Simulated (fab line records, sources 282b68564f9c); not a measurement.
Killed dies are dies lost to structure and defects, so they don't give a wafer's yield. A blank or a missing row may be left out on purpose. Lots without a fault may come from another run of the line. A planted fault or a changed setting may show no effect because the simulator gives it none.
A struck lot beside a sound one | flow rit_cmos | 20 steps out of a route of 202
Sound: wafers L284.1, L284.5, L284.6. Struck: wafers L299.3, L299.4, L299.6. The cause comes at the end.
At each step with rows: each side's tool, then ch and its chambers, then its first start. Under that, the readings that differ: sound wafers | struck wafers | difference of the means | sigmas: that difference in standard deviations of wafers without a fault.
alike: readings whose means differ by less than 2 such deviations, and words and numbers that are the same on both sides. not compared: withheld readings, readings that some wafer has no value for, bounds like >300 that may hide the same value, and numbers for which the record gives no deviation and whose values overlap.
The two part at a step that has a row with sigmas, a row that says differs or no value, or rows on one side only. Numbers that don't overlap but have no deviation are shown without sigmas and don't part them. A reading that every wafer of one side lacks parts them only if that side has two wafers or more.

first, 2 steps without rows for these wafers: RIT_NWELL_HARDBAKE_07 (time 120 s); RIT_NWELL_IMPLANT_08.
RIT_NWELL_STRIP_09: strips in O2, time 180 s.
  sound on plasma_asher-03 ch 0,1, day 2 02:41; struck on plasma_asher-02 ch 0,1, day 5 04:53
  alike: drypump_motor_current_A, rf_refl_power_W
  not compared: rf_hours_counter_h
RIT_NWELL_TW_MEAS_10:
  sound on film_metro-02, day 2 02:51; struck on film_metro-01, day 5 05:02
  alike: NWELL_TW
then, 6 steps without rows for these wafers: RIT_PWELL_HMDS_00 (prime time 60 s); RIT_PWELL_COAT_01 (resist thk 1300 nm); RIT_PWELL_SOFTBAKE_02 (time 60 s); RIT_PWELL_EXPOSE_03 (exposes mask M3, target cd 43700 nm); RIT_PWELL_PEB_04; RIT_PWELL_DEVELOP_05 (develop time 68 s).
RIT_PWELL_OVL_MEAS_06:
  sound on overlay-01, day 2 03:55; struck on overlay-02, day 5 05:58
  alike: PWELL_OVL
then, 1 step without rows for these wafers: RIT_PWELL_HARDBAKE_07 (time 120 s).
RIT_PWELL_IMPLANT_08:
  sound on implanter-03 ch 0, day 2 04:12; struck on implanter-02 ch 0, day 5 06:17
  reading       | sound                         | struck                        | difference | sigmas
  dose_ions_cm2 | 6.992e+13 6.993e+13 7.001e+13 | 6.654e+13 6.648e+13 6.643e+13 | -3.470e+12 | -47
RIT_PWELL_STRIP_09: strips in O2, time 180 s.
  sound on plasma_asher-02 ch 0,1, day 2 04:21; struck on plasma_asher-02 ch 0,1, day 5 06:26
  alike: drypump_motor_current_A, rf_refl_power_W
  not compared: rf_hours_counter_h
RIT_PWELL_TW_MEAS_10:
  sound on film_metro-01, day 2 04:32; struck on film_metro-02, day 5 06:35
  reading  | sound       | struck      | difference | sigmas
  PWELL_TW | 952 950 949 | 914 915 908 | -38        | -5
then, 1 step without rows for these wafers: RIT_WELLDRIVE_ANNEAL_00 (time 14700 s).
RIT_WELLDRIVE_RS_MEAS_01: measures by four-point-probe.
  sound on film_metro-01, day 2 09:40; struck on film_metro-04, day 5 11:44
  alike: NWELL_RS
RIT_WELLDRIVE_RS_MEAS_02: measures by four-point-probe.
  sound on film_metro-01, day 2 09:47; struck on film_metro-04, day 5 11:52
  reading           | sound             | struck            | difference | sigmas
  PWELL_RS (ohm/sq) | 428.6 429.1 428.9 | 444.9 444.2 443.3 | +15.3      | +11
then, 1 step without rows for these wafers: RIT_NRETRO_HMDS_00 (prime time 60 s).
RIT_M1_PROBE_99:
  sound on prober-02, day 3 20:50; struck on prober-02, day 6 17:19
  reading                                 | sound             | struck            | difference | sigmas
  model.etest.pwell_pinched.rs_ohm_sq     | 460.8 466 461.3   | 468.1 475 469.1   | +8.0       |
  model.etest.pwell.rs_ohm_sq             | 420.2 420.4 417.1 | 427.2 431.7 429.6 | +10.3      |
  model.etest.diode_nplus_pwell.bv_v (V)  | 5.883 5.904 5.919 | 6.033 6.078 6.022 | +0.142     |
  model.etest.diode_nplus_pwell.cj_ff_um2 | 2.089 2.085 2.086 | 2.047 2.026 2.027 | -0.053     |
  alike: killed_at_contacts, killed_at_front_end, killed_dies, killed_open, killed_short
  not compared: model.etest.cap_n_gate.c_min_ff_um2

WHERE THEY PART
First at RIT_PWELL_IMPLANT_08; last, within this record, at RIT_WELLDRIVE_RS_MEAS_02. Later steps at which nothing parts them and some readings are alike: RIT_M1_PROBE_99.

WHY: what the simulator had put in
Process parameter drift: implanter-02, from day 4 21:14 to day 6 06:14, at RIT_PWELL_IMPLANT_08. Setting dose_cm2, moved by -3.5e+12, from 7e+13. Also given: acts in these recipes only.
